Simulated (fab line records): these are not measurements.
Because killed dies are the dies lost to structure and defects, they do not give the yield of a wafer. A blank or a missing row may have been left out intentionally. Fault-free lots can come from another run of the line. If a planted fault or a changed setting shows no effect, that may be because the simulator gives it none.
fab line records + flow rit_cmos
record
- lots=15
- wafers=45
- last_day=7
route steps=202 shown SDANNEAL@156 PSD@157 NSD@158 PLDD@159 NLDD@160
lots that met no fault: taken from a fault-free run of the same line
start_h: hours from the record's first day to the start of the lot's first wafer shown + wait_h: hours elapsed since this lot's preceding step + " identical to the entry in the row above + L1.1+2: several wafers, shown together as one row + - either no value or no given start + * or withheld: withheld + < > ~ a bound
route shown NAME@n: NAME is a module with steps in the file, n the number in the route of the first one + usual: average and standard deviation across the fault-free wafers + same: alike in all rows + chamber/n: place in a boat + sites: each site's reading + _std_site: their standard deviation + _edge_site: the outer-site mean with the inner-site mean subtracted + radius_mm: how far each site lies from the wafer's centre + mask NAME#n: copy n + behind: the tool/chamber that last shaped the wafer + hold: what put the lot on hold/how long, in hours/how the hold closed + device: names the non-switching transistor (n, p or np) + end of line: the route-end tests of the same wafers + for a step that has no rows: nothing shown but its recipe + killed: dies lost to structure and defects at the first sort, not the wafer's yield + map: dies across one wafer; x = killed, . = not, _ = none there
set.NAME: setting as actually run; set.NAME@STEP: the setting as run at that earlier step + model.NAME: the simulator's own value behind a step, which no gauge read
one table for each step of the route and one row for each wafer, over a sample of lots
services: when a tool's chamber went out of use (start_h, in hours from the record's first day, below 0 if earlier), for how many hours, and the reason
## steps
# step RIT_SDANNEAL_RTA_03
# recipe
- temp_c=1050
- time_s=5
- idle_temp_c=600
- ramp_up_c_per_s=342
- ramp_down_c_per_s=171
- cool_to_c=600
- ambient=N2
# usual
- wafer_temp_C_max=1053.5/1.2
| lot.wafer | tool          | chamber | start_h | wait_h | wafer_temp_C_max |
|-----------|---------------|---------|---------|--------|------------------|
| L329.4    | rtp_anneal-01 | 0       | 50.03   | 0.0    | 1052.4           |
| L329.5    | "             | 0       | "       | "      | 1052.7           |
| L329.6    | "             | 0       | "       | "      | 1052.9           |
| L330.2    | rtp_anneal-02 | 0       | 53.39   | 0.0    | 1053.5           |
| L330.3    | "             | 0       | "       | "      | 1053.2           |
| L330.5    | "             | 0       | "       | "      | 1054.2           |
| L331.1    | rtp_anneal-01 | 0       | 60.60   | 0.0    | 1054.1           |
| L331.3    | "             | 0       | "       | "      | 1052.0           |
| L331.5    | "             | 0       | "       | "      | 1054.6           |
| L332.1    | rtp_anneal-02 | 0       | 63.93   | 0.0    | 1054.8           |
| L332.2    | "             | 0       | "       | "      | 1053.7           |
| L332.6    | "             | 0       | "       | "      | 1052.6           |
| L333.2    | rtp_anneal-01 | 0       | 69.53   | 0.0    | 1054.4           |
| L333.5    | "             | 0       | "       | "      | 1053.2           |
| L333.6    | "             | 0       | "       | "      | 1052.9           |
| L334.1    | rtp_anneal-02 | 0       | 74.10   | 0.0    | 1052.3           |
| L334.4    | "             | 0       | "       | "      | 1052.6           |
| L334.6    | "             | 0       | "       | "      | 1053.3           |
| L336.1    | rtp_anneal-02 | 0       | 87.03   | 0.0    | 1053.4           |
| L336.3    | "             | 0       | "       | "      | 1053.7           |
| L336.5    | "             | 0       | "       | "      | 1053.2           |
| L338.2    | rtp_anneal-02 | 0       | 96.59   | 0.0    | 1053.2           |
| L338.5    | "             | 0       | "       | "      | 1054.1           |
| L338.6    | "             | 0       | "       | "      | 1053.8           |
| L341.3    | rtp_anneal-01 | 0       | 118.30  | 0.0    | 1051.7           |
| L341.4    | "             | 0       | "       | "      | 1053.8           |
| L341.5    | "             | 0       | "       | "      | 1053.2           |
| L342.2    | rtp_anneal-02 | 0       | 127.94  | 0.0    | 1055.0           |
| L342.4    | "             | 0       | "       | "      | 1052.5           |
| L342.6    | "             | 0       | "       | "      | 1053.4           |
| L344.1    | rtp_anneal-02 | 0       | 133.53  | 0.0    | 1054.0           |
| L344.3    | "             | 0       | "       | "      | 1053.1           |
| L344.6    | "             | 0       | "       | "      | 1053.2           |
| L345.1    | rtp_anneal-01 | 0       | 140.77  | 0.0    | 1053.2           |
| L345.2    | "             | 0       | "       | "      | 1050.4           |
| L345.6    | "             | 0       | "       | "      | 1053.9           |
| L346.2    | rtp_anneal-02 | 0       | 141.27  | 0.0    | 1054.2           |
| L346.5    | "             | 0       | "       | "      | 1053.5           |
| L346.6    | "             | 0       | "       | "      | 1052.7           |
| L348.3    | rtp_anneal-02 | 0       | 153.57  | 0.0    | 1052.2           |
| L348.5    | "             | 0       | "       | "      | 1052.0           |
| L348.6    | "             | 0       | "       | "      | 1053.0           |
| L351.3    | rtp_anneal-01 | 0       | 164.36  | 0.0    | 1054.5           |
| L351.4    | "             | 0       | "       | "      | 1052.5           |
| L351.6    | "             | 0       | "       | "      | 1053.5           |
# step RIT_SDANNEAL_RS_MEAS_04
# recipe
- thk_meas_gauge=four-point-probe
# usual
- PSD_RS=115.7/0.33
| lot.wafer | tool          | chamber | start_h | wait_h | PSD_RS[ohm/sq] |
|-----------|---------------|---------|---------|--------|----------------|
| L329.4    | film_metro-03 | -       | 50.12   | 0.1    | 115.4          |
| L329.5    | "             | -       | "       | "      | 115.8          |
| L329.6    | "             | -       | "       | "      | 115.9          |
| L330.2    | film_metro-01 | -       | 53.46   | 0.1    | 115.4          |
| L330.3    | "             | -       | "       | "      | 115.3          |
| L330.5    | "             | -       | "       | "      | 115.5          |
| L331.1    | film_metro-03 | -       | 60.66   | 0.0    | 115.3          |
| L331.3    | "             | -       | "       | "      | 115.0          |
| L331.5    | "             | -       | "       | "      | 115.0          |
| L332.1    | film_metro-01 | -       | 63.98   | 0.0    | 115.1          |
| L332.2    | "             | -       | "       | "      | 115.7          |
| L332.6    | "             | -       | "       | "      | 115.2          |
| L333.2    | film_metro-02 | -       | 69.60   | 0.1    | 115.8          |
| L333.5    | "             | -       | "       | "      | 116.2          |
| L333.6    | "             | -       | "       | "      | 115.8          |
| L334.1    | film_metro-01 | -       | 74.16   | 0.0    | 116.2          |
| L334.4    | "             | -       | "       | "      | 116.1          |
| L334.6    | "             | -       | "       | "      | 115.8          |
| L336.1    | film_metro-03 | -       | 87.09   | 0.0    | 115.5          |
| L336.3    | "             | -       | "       | "      | 115.2          |
| L336.5    | "             | -       | "       | "      | 115.6          |
| L338.2    | film_metro-01 | -       | 96.66   | 0.1    | 116.1          |
| L338.5    | "             | -       | "       | "      | 115.5          |
| L338.6    | "             | -       | "       | "      | 115.5          |
| L341.3    | film_metro-03 | -       | 118.42  | 0.1    | 115.8          |
| L341.4    | "             | -       | "       | "      | 115.7          |
| L341.5    | "             | -       | "       | "      | 115.2          |
| L342.2    | film_metro-03 | -       | 128.01  | 0.1    | 115.7          |
| L342.4    | "             | -       | "       | "      | 115.4          |
| L342.6    | "             | -       | "       | "      | 115.5          |
| L344.1    | film_metro-01 | -       | 133.58  | 0.0    | 97.6           |
| L344.3    | "             | -       | "       | "      | 97.6           |
| L344.6    | "             | -       | "       | "      | 97.5           |
| L345.1    | film_metro-01 | -       | 140.83  | 0.0    | 115.7          |
| L345.2    | "             | -       | "       | "      | 115.6          |
| L345.6    | "             | -       | "       | "      | 115.7          |
| L346.2    | film_metro-02 | -       | 141.34  | 0.1    | 97.9           |
| L346.5    | "             | -       | "       | "      | 97.7           |
| L346.6    | "             | -       | "       | "      | 97.9           |
| L348.3    | film_metro-02 | -       | 153.65  | 0.1    | 97.4           |
| L348.5    | "             | -       | "       | "      | 97.6           |
| L348.6    | "             | -       | "       | "      | 97.3           |
| L351.3    | film_metro-01 | -       | 164.44  | 0.1    | 116.5          |
| L351.4    | "             | -       | "       | "      | 115.8          |
| L351.6    | "             | -       | "       | "      | 116.1          |
# step RIT_SDANNEAL_RS_MEAS_05
# recipe
- thk_meas_gauge=four-point-probe
# usual
- NSD_RS=84.39/0.24
| lot.wafer | tool          | chamber | start_h | wait_h | NSD_RS[ohm/sq] |
|-----------|---------------|---------|---------|--------|----------------|
| L329.4    | film_metro-03 | -       | 50.24   | 0.1    | 84.14          |
| L329.5    | "             | -       | "       | "      | 84.12          |
| L329.6    | "             | -       | "       | "      | 84.05          |
| L330.2    | film_metro-01 | -       | 53.58   | 0.1    | 84.81          |
| L330.3    | "             | -       | "       | "      | 84.73          |
| L330.5    | "             | -       | "       | "      | 84.50          |
| L331.1    | film_metro-03 | -       | 60.78   | 0.1    | 84.46          |
| L331.3    | "             | -       | "       | "      | 84.18          |
| L331.5    | "             | -       | "       | "      | 84.09          |
| L332.1    | film_metro-01 | -       | 64.10   | 0.1    | 84.21          |
| L332.2    | "             | -       | "       | "      | 84.17          |
| L332.6    | "             | -       | "       | "      | 84.14          |
| L333.2    | film_metro-02 | -       | 69.72   | 0.1    | 84.06          |
| L333.5    | "             | -       | "       | "      | 84.10          |
| L333.6    | "             | -       | "       | "      | 84.31          |
| L334.1    | film_metro-01 | -       | 74.28   | 0.1    | 84.57          |
| L334.4    | "             | -       | "       | "      | 84.31          |
| L334.6    | "             | -       | "       | "      | 84.45          |
| L336.1    | film_metro-03 | -       | 87.21   | 0.1    | 84.42          |
| L336.3    | "             | -       | "       | "      | 84.56          |
| L336.5    | "             | -       | "       | "      | 84.79          |
| L338.2    | film_metro-01 | -       | 96.78   | 0.1    | 84.09          |
| L338.5    | "             | -       | "       | "      | 83.99          |
| L338.6    | "             | -       | "       | "      | 84.06          |
| L341.3    | film_metro-03 | -       | 118.54  | 0.1    | 84.14          |
| L341.4    | "             | -       | "       | "      | 83.97          |
| L341.5    | "             | -       | "       | "      | 83.87          |
| L342.2    | film_metro-03 | -       | 128.13  | 0.1    | 84.62          |
| L342.4    | "             | -       | "       | "      | 84.90          |
| L342.6    | "             | -       | "       | "      | 84.95          |
| L344.1    | film_metro-01 | -       | 133.70  | 0.1    | 81.30          |
| L344.3    | "             | -       | "       | "      | 81.25          |
| L344.6    | "             | -       | "       | "      | 81.51          |
| L345.1    | film_metro-01 | -       | 140.95  | 0.1    | 84.40          |
| L345.2    | "             | -       | "       | "      | 84.64          |
| L345.6    | "             | -       | "       | "      | 84.52          |
| L346.2    | film_metro-02 | -       | 141.46  | 0.1    | 81.34          |
| L346.5    | "             | -       | "       | "      | 81.11          |
| L346.6    | "             | -       | "       | "      | 81.58          |
| L348.3    | film_metro-02 | -       | 153.77  | 0.1    | 80.96          |
| L348.5    | "             | -       | "       | "      | 81.11          |
| L348.6    | "             | -       | "       | "      | 80.91          |
| L351.3    | film_metro-01 | -       | 164.56  | 0.1    | 84.34          |
| L351.4    | "             | -       | "       | "      | 84.07          |
| L351.6    | "             | -       | "       | "      | 84.31          |
# step RIT_SDANNEAL_RS_MEAS_06
# recipe
- thk_meas_gauge=four-point-probe
# usual
- PLDD_RS=178.4/0.43
| lot.wafer | tool          | chamber | start_h | wait_h | PLDD_RS[ohm/sq] |
|-----------|---------------|---------|---------|--------|-----------------|
| L329.4    | film_metro-03 | -       | 50.36   | 0.1    | 178.0           |
| L329.5    | "             | -       | "       | "      | 177.9           |
| L329.6    | "             | -       | "       | "      | 177.9           |
| L330.2    | film_metro-01 | -       | 53.70   | 0.1    | 178.4           |
| L330.3    | "             | -       | "       | "      | 178.1           |
| L330.5    | "             | -       | "       | "      | 178.8           |
| L331.1    | film_metro-03 | -       | 60.90   | 0.1    | 178.0           |
| L331.3    | "             | -       | "       | "      | 177.9           |
| L331.5    | "             | -       | "       | "      | 178.7           |
| L332.1    | film_metro-01 | -       | 64.22   | 0.1    | 178.3           |
| L332.2    | "             | -       | "       | "      | 178.4           |
| L332.6    | "             | -       | "       | "      | 178.7           |
| L333.2    | film_metro-02 | -       | 69.84   | 0.1    | 179.3           |
| L333.5    | "             | -       | "       | "      | 179.6           |
| L333.6    | "             | -       | "       | "      | 179.2           |
| L334.1    | film_metro-01 | -       | 74.40   | 0.1    | 178.9           |
| L334.4    | "             | -       | "       | "      | 178.4           |
| L334.6    | "             | -       | "       | "      | 178.4           |
| L336.1    | film_metro-03 | -       | 87.33   | 0.1    | 177.6           |
| L336.3    | "             | -       | "       | "      | 178.1           |
| L336.5    | "             | -       | "       | "      | 177.5           |
| L338.2    | film_metro-01 | -       | 96.90   | 0.1    | 178.1           |
| L338.5    | "             | -       | "       | "      | 178.7           |
| L338.6    | "             | -       | "       | "      | 178.0           |
| L341.3    | film_metro-03 | -       | 118.66  | 0.1    | 177.7           |
| L341.4    | "             | -       | "       | "      | 178.1           |
| L341.5    | "             | -       | "       | "      | 177.8           |
| L342.2    | film_metro-03 | -       | 128.25  | 0.1    | 178.2           |
| L342.4    | "             | -       | "       | "      | 178.3           |
| L342.6    | "             | -       | "       | "      | 178.0           |
| L344.1    | film_metro-01 | -       | 133.82  | 0.1    | 161.4           |
| L344.3    | "             | -       | "       | "      | 161.5           |
| L344.6    | "             | -       | "       | "      | 161.3           |
| L345.1    | film_metro-01 | -       | 141.07  | 0.1    | 178.9           |
| L345.2    | "             | -       | "       | "      | 178.5           |
| L345.6    | "             | -       | "       | "      | 178.8           |
| L346.2    | film_metro-02 | -       | 141.58  | 0.1    | 161.9           |
| L346.5    | "             | -       | "       | "      | 161.6           |
| L346.6    | "             | -       | "       | "      | 161.8           |
| L348.3    | film_metro-02 | -       | 153.89  | 0.1    | 161.3           |
| L348.5    | "             | -       | "       | "      | 161.7           |
| L348.6    | "             | -       | "       | "      | 161.4           |
| L351.3    | film_metro-01 | -       | 164.68  | 0.1    | 178.0           |
| L351.4    | "             | -       | "       | "      | 178.3           |
| L351.6    | "             | -       | "       | "      | 177.8           |
# step RIT_SDANNEAL_RS_MEAS_07
# recipe
- thk_meas_gauge=four-point-probe
# usual
- NLDD_RS=151.5/0.47
| lot.wafer | tool          | chamber | start_h | wait_h | NLDD_RS[ohm/sq] |
|-----------|---------------|---------|---------|--------|-----------------|
| L329.4    | film_metro-03 | -       | 50.48   | 0.1    | 151.3           |
| L329.5    | "             | -       | "       | "      | 150.9           |
| L329.6    | "             | -       | "       | "      | 151.1           |
| L330.2    | film_metro-01 | -       | 53.82   | 0.1    | 150.8           |
| L330.3    | "             | -       | "       | "      | 150.2           |
| L330.5    | "             | -       | "       | "      | 150.2           |
| L331.1    | film_metro-03 | -       | 61.02   | 0.1    | 151.2           |
| L331.3    | "             | -       | "       | "      | 151.3           |
| L331.5    | "             | -       | "       | "      | 151.8           |
| L332.1    | film_metro-01 | -       | 64.34   | 0.1    | 152.0           |
| L332.2    | "             | -       | "       | "      | 151.9           |
| L332.6    | "             | -       | "       | "      | 152.2           |
| L333.2    | film_metro-02 | -       | 69.96   | 0.1    | 151.3           |
| L333.5    | "             | -       | "       | "      | 151.5           |
| L333.6    | "             | -       | "       | "      | 150.9           |
| L334.1    | film_metro-01 | -       | 74.52   | 0.1    | 151.9           |
| L334.4    | "             | -       | "       | "      | 151.1           |
| L334.6    | "             | -       | "       | "      | 151.7           |
| L336.1    | film_metro-03 | -       | 87.45   | 0.1    | 150.7           |
| L336.3    | "             | -       | "       | "      | 150.7           |
| L336.5    | "             | -       | "       | "      | 151.4           |
| L338.2    | film_metro-01 | -       | 97.02   | 0.1    | 151.3           |
| L338.5    | "             | -       | "       | "      | 151.1           |
| L338.6    | "             | -       | "       | "      | 151.2           |
| L341.3    | film_metro-03 | -       | 118.78  | 0.1    | 151.1           |
| L341.4    | "             | -       | "       | "      | 151.6           |
| L341.5    | "             | -       | "       | "      | 150.9           |
| L342.2    | film_metro-03 | -       | 128.37  | 0.1    | 151.9           |
| L342.4    | "             | -       | "       | "      | 151.4           |
| L342.6    | "             | -       | "       | "      | 151.8           |
| L344.1    | film_metro-01 | -       | 133.94  | 0.1    | 148.8           |
| L344.3    | "             | -       | "       | "      | 149.5           |
| L344.6    | "             | -       | "       | "      | 149.2           |
| L345.1    | film_metro-01 | -       | 141.19  | 0.1    | 151.9           |
| L345.2    | "             | -       | "       | "      | 151.5           |
| L345.6    | "             | -       | "       | "      | 151.5           |
| L346.2    | film_metro-02 | -       | 141.70  | 0.1    | 147.8           |
| L346.5    | "             | -       | "       | "      | 148.5           |
| L346.6    | "             | -       | "       | "      | 148.1           |
| L348.3    | film_metro-02 | -       | 154.01  | 0.1    | 148.6           |
| L348.5    | "             | -       | "       | "      | 148.1           |
| L348.6    | "             | -       | "       | "      | 148.0           |
| L351.3    | film_metro-01 | -       | 164.80  | 0.1    | 152.0           |
| L351.4    | "             | -       | "       | "      | 151.8           |
| L351.6    | "             | -       | "       | "      | 151.7           |
## services
| tool          | chamber | start_h | hours | kind |
|---------------|---------|---------|-------|------|
| rtp_anneal-01 | -       | 104.43  | 1.3   | pm   |
## key
first_sign
- step=RIT_SDANNEAL_RS_MEAS_04
- reading=PSD_RS
- direction=down
- sigmas=55
- usual=115.7
- struck=97.6
effect
- step=RIT_SDANNEAL_RS_MEAS_05
- reading=NSD_RS
- direction=down
- sigmas=13
- usual=84.39
- struck=81.23
effect
- step=RIT_SDANNEAL_RS_MEAS_06
- reading=PLDD_RS
- direction=down
- sigmas=39
- usual=178.4
- struck=161.5
effect
- step=RIT_SDANNEAL_RS_MEAS_07
- reading=NLDD_RS
- direction=down
- sigmas=6.4
- usual=151.5
- struck=148.5
met_at RIT_SDANNEAL_RTA_03
struck_lots L344,L346,L348
tester_left_out L344,L346,L348
onset_between 127.94 133.53
fault
- kind=process_parameter_drift
- tool=rtp_anneal-02
- chamber=-
- onset_h=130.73
- steps=RIT_SDANNEAL_RTA_03
- channel=time_s
- offset=*
- shape=step
- end_h=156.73
- acts_in=*
- stated=*
# tester_left_out: of these lots the tester's yield and bins aren't shown, on N5 and GAA mostly nor the transistor test; their killed dies are dies lost to structure and defects alone, not to doping, threshold or leakage, so they don't give the yield
